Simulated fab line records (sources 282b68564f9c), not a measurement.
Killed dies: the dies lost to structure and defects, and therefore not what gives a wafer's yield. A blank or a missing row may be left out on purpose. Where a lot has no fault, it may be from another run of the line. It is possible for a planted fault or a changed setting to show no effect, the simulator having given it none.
fab line records | flow ritCmos
record: lots: 13 wafers: 39 lastDay: 7
route steps=202 shown GATE@92 NLDD@109 SILICIDE@162 M1@202
lots that met no fault: from a run of the same line without faults
startH: the number of hours between the record's first day and the start of the first shown wafer of the lot | waitH: time in hours since the lot's previous step | " the same as in the row above | L1.1+2: one row covering several wafers at once | - no value, or no start was given | * or withheld: withheld | < > ~ a bound
route shown NAME@n: NAME is a module with steps in the file, n the number in the route of the first one | usual: the fault-free wafers' mean and standard deviation | same: alike in all rows | chamber/n: place in a boat | sites: the reading at each site | _std_site: their standard deviation | _edge_site: mean of outer sites minus mean of inner sites | radiusMm: how far each site lies from the wafer's centre | mask NAME#n: copy n | behind: the last tool/chamber to shape the wafer | hold: the reason the lot was held/the length of the hold in hours/how it ended | device: which transistor (n, p or np) failed to switch | end of line: at the end of the route, the tests of the same wafers | for a step that has no rows: nothing shown but its recipe | killed: the dies lost at the first sort to structure and to defects; this is not the yield of the wafer | map: a wafer's dies, x killed, . not, _ none there
set.NAME: setting as actually run; set.NAME@STEP: the setting as run at that earlier step | model.NAME: the simulator's own value behind a step, which no gauge read
steps of the route over a sample of lots; a table a step, a row a wafer
services: a tool's chamber out of use, with start hour (startH, from the record's first day; less than 0 if before it), hours out, and reason
== steps ==
step: RIT_GATE_CD_MEAS_16
recipe: targetCdNm: 150
usual: cdNm: 152.3/2.1
columns lot.wafer tool chamber startH waitH cdNm
L788.2 cdSem-01 - 36.04 - 151.4
L788.4 " - " " 151.1
L788.5 " - " " 151.3
L789.1 cdSem-01 - 40.99 - 150.3
L789.2 " - " " 150.7
L789.4 " - " " 152.5
L792.1 cdSem-01 - 58.41 - 152.3
L792.3 " - " " 148.2
L792.6 " - " " 150.9
L793.3 cdSem-01 - 61.91 - 151.0
L793.4 " - " " 150.1
L793.6 " - " " 148.3
L795.2 cdSem-01 - 74.52 - 151.3
L795.3 " - " " 149.6
L795.6 " - " " 151.3
L796.1 cdSem-01 - 77.23 - 151.9
L796.2 " - " " 152.0
L796.4 " - " " 151.1
L798.1 cdSem-01 - 87.36 - 155.6
L798.3 " - " " 155.2
L798.4 " - " " 155.3
L800.1 cdSem-02 - 96.67 - 150.9
L800.5 " - " " 152.7
L800.6 " - " " 151.9
L802.3 cdSem-01 - 108.41 - 150.5
L802.4 " - " " 151.6
L802.6 " - " " 149.9
L804.1 cdSem-01 - 117.87 - 154.0
L804.2 " - " " 150.2
L804.5 " - " " 149.8
L806.2 cdSem-01 - 128.93 - 156.9
L806.4 " - " " 155.1
L806.6 " - " " 154.5
L808.1 cdSem-02 - 143.32 - 150.7
L808.3 " - " " 151.5
L808.6 " - " " 152.3
L810.2 cdSem-02 - 152.42 - 153.8
L810.3 " - " " 152.6
L810.5 " - " " 153.3
step: RIT_NLDD_OVL_MEAS_06
usual: NLDD_OVL: -0.5/1.6
columns lot.wafer tool chamber startH waitH NLDD_OVL[nm]
L788.2 overlay-01 - 41.42 - 0.1
L788.4 " - " " -0.2
L788.5 " - " " -1.6
L789.1 overlay-02 - 45.56 - -2.5
L789.2 " - " " -1.8
L789.4 " - " " -1.8
L792.1 overlay-02 - 63.00 - -4.0
L792.3 " - " " -3.9
L792.6 " - " " -3.6
L793.3 overlay-01 - 66.78 - -0.1
L793.4 " - " " 0.0
L793.6 " - " " -0.5
L795.2 overlay-02 - 79.04 - 1.1
L795.3 " - " " 0.6
L795.6 " - " " 0.3
L796.1 overlay-02 - 81.84 - 0.8
L796.2 " - " " 0.3
L796.4 " - " " 0.5
L798.1 overlay-01 - 92.27 - -2.9
L798.3 " - " " -0.3
L798.4 " - " " -0.7
L800.1 overlay-01 - 101.54 - -0.3
L800.5 " - " " 0.0
L800.6 " - " " -0.1
L802.3 overlay-01 - 113.08 - 1.8
L802.4 " - " " 1.0
L802.6 " - " " 0.6
L804.1 overlay-01 - 123.40 - -2.4
L804.2 " - " " -3.5
L804.5 " - " " -1.7
L806.2 overlay-02 - 135.60 - -0.9
L806.4 " - " " -3.1
L806.6 " - " " 0.3
L808.1 overlay-02 - 150.08 - -0.2
L808.3 " - " " -2.5
L808.6 " - " " -2.9
L810.2 overlay-01 - 157.22 - -0.8
L810.3 " - " " -2.4
L810.5 " - " " -1.2
step: RIT_SDANNEAL_RS_MEAS_07
recipe: thkMeasGauge: four-point-probe
usual: NLDD_RS: 151.5/0.52
columns lot.wafer tool chamber startH waitH NLDD_RS[ohm/sq]
L788.2 filmMetro-02 - 49.81 0.1 151.9
L788.4 " - " " 151.6
L788.5 " - " " 151.6
L789.1 filmMetro-01 - 55.45 0.1 151.7
L789.2 " - " " 151.2
L789.4 " - " " 151.2
L792.1 filmMetro-03 - 72.80 0.1 151.7
L792.3 " - " " 151.9
L792.6 " - " " 152.2
L793.3 filmMetro-01 - 75.62 0.1 152.6
L793.4 " - " " 152.2
L793.6 " - " " 152.8
L795.2 filmMetro-01 - 87.70 0.1 152.0
L795.3 " - " " 151.7
L795.6 " - " " 151.6
L796.1 filmMetro-03 - 90.27 0.1 151.7
L796.2 " - " " 150.9
L796.4 " - " " 151.0
L798.1 filmMetro-03 - 100.59 0.1 150.9
L798.3 " - " " 151.2
L798.4 " - " " 151.1
L800.1 filmMetro-01 - 110.02 0.1 152.3
L800.5 " - " " 152.3
L800.6 " - " " 152.1
L802.3 filmMetro-03 - 121.79 0.1 151.4
L802.4 " - " " 151.0
L802.6 " - " " 151.4
L804.1 filmMetro-02 - 131.94 0.1 150.2
L804.2 " - " " 151.0
L804.5 " - " " 150.3
L806.2 filmMetro-03 - 144.48 0.1 151.6
L806.4 " - " " 151.7
L806.6 " - " " 151.3
L808.1 filmMetro-03 - 158.64 0.1 150.9
L808.3 " - " " 151.1
L808.6 " - " " 150.8
L810.2 filmMetro-01 - 166.06 0.1 151.8
L810.3 " - " " 151.5
L810.5 " - " " 151.0
step: RIT_SILICIDE_SPUTTER_01
recipe: material: Ti targetThkNm: 30 powerW: 350 chamberPressurePa: 0.667 gas: Ar timeS: 240 substrateTempC: 25
usual: throttleValvePct: 30.2/1.4
columns lot.wafer tool chamber startH waitH throttleValvePct
L788.2 pvdSputter-01 - 49.92 0.0 30.8
L788.4 " - " " 29.5
L788.5 " - " " 30.4
L789.1 pvdSputter-04 - 55.60 0.0 31.8
L789.2 " - " " 31.5
L789.4 " - " " 31.5
L792.1 pvdSputter-01 - 72.93 0.0 30.7
L792.3 " - " " 29.4
L792.6 " - " " 29.4
L793.3 pvdSputter-04 - 75.73 0.0 31.4
L793.4 " - " " 29.7
L793.6 " - " " 31.7
L795.2 pvdSputter-04 - 87.82 0.0 31.3
L795.3 " - " " 29.7
L795.6 " - " " 31.4
L796.1 pvdSputter-02 - 90.40 0.0 28.0
L796.2 " - " " 28.0
L796.4 " - " " 29.1
L798.1 pvdSputter-01 - 100.72 0.0 30.7
L798.3 " - " " 29.1
L798.4 " - " " 29.4
L800.1 pvdSputter-01 - 110.15 0.0 29.7
L800.5 " - " " 29.5
L800.6 " - " " 29.3
L802.3 pvdSputter-02 - 121.88 0.0 28.6
L802.4 " - " " 28.2
L802.6 " - " " 28.4
L804.1 pvdSputter-02 - 132.08 0.0 28.9
L804.2 " - " " 28.7
L804.5 " - " " 27.9
L806.2 pvdSputter-02 - 144.59 0.0 29.1
L806.4 " - " " 28.1
L806.6 " - " " 28.0
L808.1 pvdSputter-02 - 158.77 0.0 28.0
L808.3 " - " " 29.0
L808.6 " - " " 28.1
L810.2 pvdSputter-02 - 166.18 0.0 28.8
L810.3 " - " " 27.8
L810.5 " - " " 29.1
step: RIT_SILICIDE_RS_MEAS_02
recipe: thkMeasGauge: four-point-probe reads: Ti_of_SILICIDE_SPUTTER_01
usual: SILICIDE_TI_RS: 48.2/0.74
columns lot.wafer tool chamber startH waitH SILICIDE_TI_RS[ohm/sq]
L788.2 filmMetro-04 - 50.09 0.1 48.1
L788.4 " - " " 47.7
L788.5 " - " " 47.6
L789.1 filmMetro-03 - 55.75 0.1 48.2
L789.2 " - " " 48.2
L789.4 " - " " 47.0
L792.1 filmMetro-01 - 73.08 0.1 47.2
L792.3 " - " " 47.7
L792.6 " - " " 47.5
L793.3 filmMetro-03 - 75.92 0.1 85.0
L793.4 " - " " 84.2
L793.6 " - " " 86.9
L795.2 filmMetro-04 - 87.99 0.1 84.1
L795.3 " - " " 86.0
L795.6 " - " " 82.4
L796.1 filmMetro-04 - 90.55 0.1 48.3
L796.2 " - " " 48.4
L796.4 " - " " 48.2
L798.1 filmMetro-01 - 100.87 0.1 47.1
L798.3 " - " " 46.6
L798.4 " - " " 47.2
L800.1 filmMetro-04 - 110.30 0.1 48.2
L800.5 " - " " 49.1
L800.6 " - " " 48.3
L802.3 filmMetro-04 - 122.07 0.1 48.0
L802.4 " - " " 47.6
L802.6 " - " " 48.1
L804.1 filmMetro-03 - 132.23 0.1 48.1
L804.2 " - " " 48.1
L804.5 " - " " 48.0
L806.2 filmMetro-04 - 144.76 0.1 49.6
L806.4 " - " " 49.7
L806.6 " - " " 49.1
L808.1 filmMetro-01 - 158.92 0.1 47.3
L808.3 " - " " 47.8
L808.6 " - " " 47.7
L810.2 filmMetro-04 - 166.35 0.1 47.1
L810.3 " - " " 47.5
L810.5 " - " " 47.2
step: RIT_SILICIDE_THK_MEAS_03
recipe: thkMeasGauge: xrf reads: Ti_of_SILICIDE_SPUTTER_01
usual: SILICIDE_TI_THK: 29.7/0.35
columns lot.wafer tool chamber startH waitH SILICIDE_TI_THK[nm]
L788.2 filmMetro-04 - 50.20 0.1 29.6
L788.4 " - " " 29.9
L788.5 " - " " 30.0
L789.1 filmMetro-03 - 55.87 0.1 29.7
L789.2 " - " " 29.5
L789.4 " - " " 30.0
L792.1 filmMetro-01 - 73.20 0.1 30.2
L792.3 " - " " 30.0
L792.6 " - " " 30.0
L793.3 filmMetro-03 - 76.02 0.1 22.5
L793.4 " - " " 22.6
L793.6 " - " " 22.3
L795.2 filmMetro-04 - 88.10 0.1 22.6
L795.3 " - " " 22.4
L795.6 " - " " 22.9
L796.1 filmMetro-04 - 90.67 0.1 29.8
L796.2 " - " " 29.7
L796.4 " - " " 29.8
L798.1 filmMetro-01 - 100.99 0.1 30.1
L798.3 " - " " 30.5
L798.4 " - " " 29.9
L800.1 filmMetro-04 - 110.42 0.1 29.6
L800.5 " - " " 29.2
L800.6 " - " " 29.7
L802.3 filmMetro-04 - 122.17 0.1 29.9
L802.4 " - " " 30.2
L802.6 " - " " 29.9
L804.1 filmMetro-03 - 132.35 0.1 29.6
L804.2 " - " " 29.6
L804.5 " - " " 29.7
L806.2 filmMetro-04 - 144.87 0.1 29.3
L806.4 " - " " 29.1
L806.6 " - " " 29.5
L808.1 filmMetro-01 - 159.04 0.1 29.9
L808.3 " - " " 29.8
L808.6 " - " " 29.7
L810.2 filmMetro-04 - 166.46 0.1 30.3
L810.3 " - " " 30.3
L810.5 " - " " 30.2
step: RIT_M1_PROBE_99
usual: killedAtContacts: 0.1/0.27 killedAtFrontEnd: 6.4/2.9 killedDies: 6.5/3 killedOpen: 3.3/1.9 killedShort: 3.2/1.7
same: grossDies: 264 killed_at_M0_to_M3: 0 killed_at_M4_up: 0 killedAtBackSide: 0 killedAtOther: 0
columns lot.wafer tool chamber startH waitH killedAtContacts killedAtFrontEnd killedDies killedOpen killedShort
L788.2 prober-02 - 57.08 0.1 0 2 2 0 2
L788.4 prober-02 - 57.18 0.2 0 3 3 1 2
L788.5 prober-02 - 57.23 0.2 0 8 8 4 4
L789.1 prober-01 - 63.60 0.1 0 4 4 4 0
L789.2 prober-01 - 63.65 0.1 0 11 11 5 6
L789.4 prober-01 - 63.75 0.2 0 7 7 5 2
L792.1 prober-02 - 80.38 0.1 0 7 7 3 4
L792.3 prober-02 - 80.48 0.2 0 4 4 1 3
L792.6 prober-02 - 80.63 0.2 0 7 7 3 4
L793.3 prober-01 - 83.54 0.2 1 5 6 3 3
L793.4 prober-01 - 83.59 0.2 0 4 4 2 2
L793.6 prober-01 - 83.69 0.2 0 2 2 0 2
L796.1 prober-02 - 98.67 0.1 0 5 5 3 2
L796.2 prober-02 - 98.72 0.1 0 4 4 1 3
L796.4 prober-02 - 98.82 0.2 0 8 8 3 5
L798.1 prober-02 - 108.58 0.1 0 1 1 1 0
L798.3 prober-02 - 108.68 0.2 0 7 7 4 3
L798.4 prober-02 - 108.73 0.2 0 6 6 3 3
L800.1 prober-02 - 118.84 0.1 0 10 10 6 4
L800.5 prober-02 - 119.04 0.2 1 10 11 6 5
L800.6 prober-02 - 119.09 0.2 0 12 12 6 6
L802.3 prober-02 - 128.74 0.2 0 5 5 3 2
L802.4 prober-02 - 128.79 0.2 0 10 10 5 5
L802.6 prober-02 - 128.89 0.2 0 1 1 1 0
L804.1 prober-02 - 141.31 0.1 0 2 2 0 2
L804.2 prober-02 - 141.36 0.1 0 10 10 5 5
L804.5 prober-02 - 141.51 0.2 0 2 2 1 1
L806.2 prober-02 - 152.18 0.1 0 14 14 7 7
L806.4 prober-02 - 152.28 0.2 0 10 10 6 4
L806.6 prober-02 - 152.38 0.2 0 7 7 2 5
L808.1 prober-02 - 165.68 0.1 0 6 6 2 4
L808.3 prober-02 - 165.78 0.2 0 5 5 1 4
L808.6 prober-02 - 165.93 0.2 0 6 6 4 2
L810.2 prober-02 - 174.86 0.1 0 8 8 6 2
L810.3 prober-02 - 174.91 0.2 0 11 11 5 6
L810.5 prober-02 - 175.01 0.2 0 7 7 4 3
killed by level:class
L788.2 SPACER:geometricParticle:short=1 SILICIDE:geometricParticle:short=1
L788.4 GATE:geometricParticle:short=1 REOX:geometricParticle:short=1 SPACER:geometricParticle:open=1
L788.5 REOX:geometricParticle:open=2 REOX:geometricParticle:short=2 FOX1:geometricParticle:open=1 FOX2:geometricParticle:short=1 GATE:geometricParticle:short=1 SILICIDE:geometricParticle:open=1
L789.1 FOX2:geometricParticle:open=2 GATE:geometricParticle:open=1 REOX:geometricParticle:open=1
L789.2 GATE:geometricParticle:short=2 GATE:geometricParticle:open=2 REOX:geometricParticle:short=2 FOX1:geometricParticle:open=1 FOX2:geometricParticle:short=1 REOX:geometricParticle:open=1 SPACER:geometricParticle:open=1 SILICIDE:geometricParticle:short=1
L789.4 GATE:geometricParticle:open=3 REOX:geometricParticle:open=2 FOX1:geometricParticle:short=1 SILICIDE:geometricParticle:short=1
L792.1 REOX:geometricParticle:short=2 FOX1:geometricParticle:open=1 GATE:geometricParticle:short=1 REOX:geometricParticle:open=1 SPACER:geometricParticle:short=1 SILICIDE:geometricParticle:open=1
L792.3 GATE:geometricParticle:short=1 REOX:geometricParticle:open=1 SPACER:geometricParticle:short=1 SILICIDE:geometricParticle:short=1
L792.6 GATE:geometricParticle:open=3 FOX2:geometricParticle:short=1 GATE:geometricParticle:short=1 REOX:geometricParticle:short=1 SILICIDE:geometricParticle:short=1
L793.3 GATE:geometricParticle:open=2 GATE:geometricParticle:short=1 SILICIDE:geometricParticle:short=1 SILICIDE:geometricParticle:open=1 CONTACT:geometricParticle:short=1
L793.4 FOX1:geometricParticle:open=1 FOX2:geometricParticle:short=1 GATE:geometricParticle:open=1 REOX:geometricParticle:short=1
L793.6 FOX1:geometricParticle:short=1 GATE:geometricParticle:short=1
L796.1 GATE:geometricParticle:open=1 REOX:geometricParticle:short=1 REOX:geometricParticle:open=1 SILICIDE:geometricParticle:short=1 SILICIDE:geometricParticle:open=1
L796.2 SILICIDE:geometricParticle:short=2 REOX:geometricParticle:short=1 SPACER:geometricParticle:open=1
L796.4 GATE:geometricParticle:short=3 REOX:geometricParticle:open=2 REOX:geometricParticle:short=2 GATE:geometricParticle:open=1
L798.1 GATE:geometricParticle:open=1
L798.3 GATE:geometricParticle:open=2 GATE:geometricParticle:short=2 REOX:geometricParticle:open=1 REOX:geometricParticle:short=1 SILICIDE:geometricParticle:open=1
L798.4 FOX1:geometricParticle:open=1 GATE:geometricParticle:open=1 GATE:geometricParticle:short=1 REOX:geometricParticle:short=1 SPACER:geometricParticle:short=1 SILICIDE:geometricParticle:open=1
L800.1 FOX1:geometricParticle:short=2 GATE:geometricParticle:open=2 REOX:geometricParticle:open=2 FOX1:geometricParticle:open=1 GATE:geometricParticle:short=1 REOX:geometricParticle:short=1 SPACER:geometricParticle:open=1
L800.5 FOX1:geometricParticle:open=3 GATE:geometricParticle:short=3 GATE:geometricParticle:open=1 REOX:geometricParticle:open=1 REOX:geometricParticle:short=1 SPACER:geometricParticle:short=1 CONTACT:geometricParticle:open=1
L800.6 GATE:geometricParticle:short=2 GATE:geometricParticle:open=2 SILICIDE:geometricParticle:short=2 FOX1:geometricParticle:open=1 FOX1:geometricParticle:short=1 FOX2:geometricParticle:open=1 REOX:geometricParticle:short=1 SPACER:geometricParticle:open=1
L802.3 SILICIDE:geometricParticle:open=2 FOX2:geometricParticle:short=1 GATE:geometricParticle:open=1 REOX:geometricParticle:short=1
L802.4 FOX2:geometricParticle:open=3 FOX2:geometricParticle:short=3 SPACER:geometricParticle:open=2 FOX1:geometricParticle:short=1 SILICIDE:geometricParticle:short=1
L802.6 GATE:geometricParticle:open=1
L804.1 GATE:geometricParticle:short=1 SPACER:geometricParticle:short=1
L804.2 GATE:geometricParticle:short=3 REOX:geometricParticle:short=2 FOX1:geometricParticle:open=1 FOX2:geometricParticle:open=1 REOX:geometricParticle:open=1 SPACER:geometricParticle:open=1 SILICIDE:geometricParticle:open=1
L804.5 GATE:geometricParticle:open=1 GATE:geometricParticle:short=1
L806.2 GATE:geometricParticle:open=3 GATE:geometricParticle:short=3 REOX:geometricParticle:open=3 REOX:geometricParticle:short=2 FOX1:geometricParticle:short=1 FOX2:geometricParticle:open=1 SPACER:geometricParticle:short=1
L806.4 GATE:geometricParticle:short=3 GATE:geometricParticle:open=3 FOX1:geometricParticle:open=2 FOX2:geometricParticle:open=1 FOX2:geometricParticle:short=1
L806.6 REOX:geometricParticle:short=2 GATE:geometricParticle:short=1 GATE:geometricParticle:open=1 SPACER:geometricParticle:short=1 SILICIDE:geometricParticle:short=1 SILICIDE:geometricParticle:open=1
L808.1 GATE:geometricParticle:short=2 REOX:geometricParticle:short=2 FOX1:geometricParticle:open=1 SILICIDE:geometricParticle:open=1
L808.3 GATE:geometricParticle:short=3 FOX2:geometricParticle:open=1 SPACER:geometricParticle:short=1
L808.6 GATE:geometricParticle:open=2 REOX:geometricParticle:open=2 FOX1:geometricParticle:short=1 GATE:geometricParticle:short=1
L810.2 GATE:geometricParticle:open=2 SILICIDE:geometricParticle:open=2 FOX1:geometricParticle:open=1 FOX2:geometricParticle:short=1 GATE:geometricParticle:short=1 SPACER:geometricParticle:open=1
L810.3 GATE:geometricParticle:open=3 SILICIDE:geometricParticle:short=3 GATE:geometricParticle:short=2 FOX1:geometricParticle:open=1 FOX2:geometricParticle:open=1 FOX2:geometricParticle:short=1
L810.5 FOX1:geometricParticle:open=1 FOX2:geometricParticle:short=1 GATE:geometricParticle:open=1 REOX:geometricParticle:short=1 SPACER:geometricParticle:open=1 SILICIDE:geometricParticle:open=1 SILICIDE:geometricParticle:short=1
== services ==
columns tool chamber startH hours kind
pvdSputter-01 - 44.78 3.7 repair
pvdSputter-02 - 50.02 6.7 repair
pvdSputter-04 - 50.11 2.4 repair
pvdSputter-01 - 67.50 0.5 repair
pvdSputter-01 - 102.39 2.7 repair
== key ==
firstSign: step: RIT_SILICIDE_RS_MEAS_02 reading: SILICIDE_TI_RS direction: up sigmas: 49 usual: 48.2 struck: 84.8
effect: step: RIT_SILICIDE_THK_MEAS_03 reading: SILICIDE_TI_THK direction: down sigmas: 21 usual: 29.7 struck: 22.6
metAt RIT_SILICIDE_SPUTTER_01
struckLots L793,L795
rowsEnd L795.2,L795.3,L795.6
testerLeftOut L793
notActingAt RIT_GATE_CD_MEAS_16,RIT_NLDD_OVL_MEAS_06,RIT_SDANNEAL_RS_MEAS_07
onsetBetween 55.60 75.73
fault: kind: siteProfileDrift tool: pvdSputter-04 chamber: - onsetH: 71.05 steps: RIT_SILICIDE_SPUTTER_01 basis: fraction maxAbsDrift: 0.53178 slopeSharePerHr: 118.17 sitePattern: 0,0,0,0,0,-1,-1,-1,-1
testerLeftOut: of these lots the tester's yield and bins aren't shown, on N5 and GAA mostly nor the transistor test; their killed dies are dies lost to structure and defects alone, not to doping, threshold or leakage, so they don't give the yield
rowsEnd: these wafers met a further fault down the route, and their rows from its step on are left out
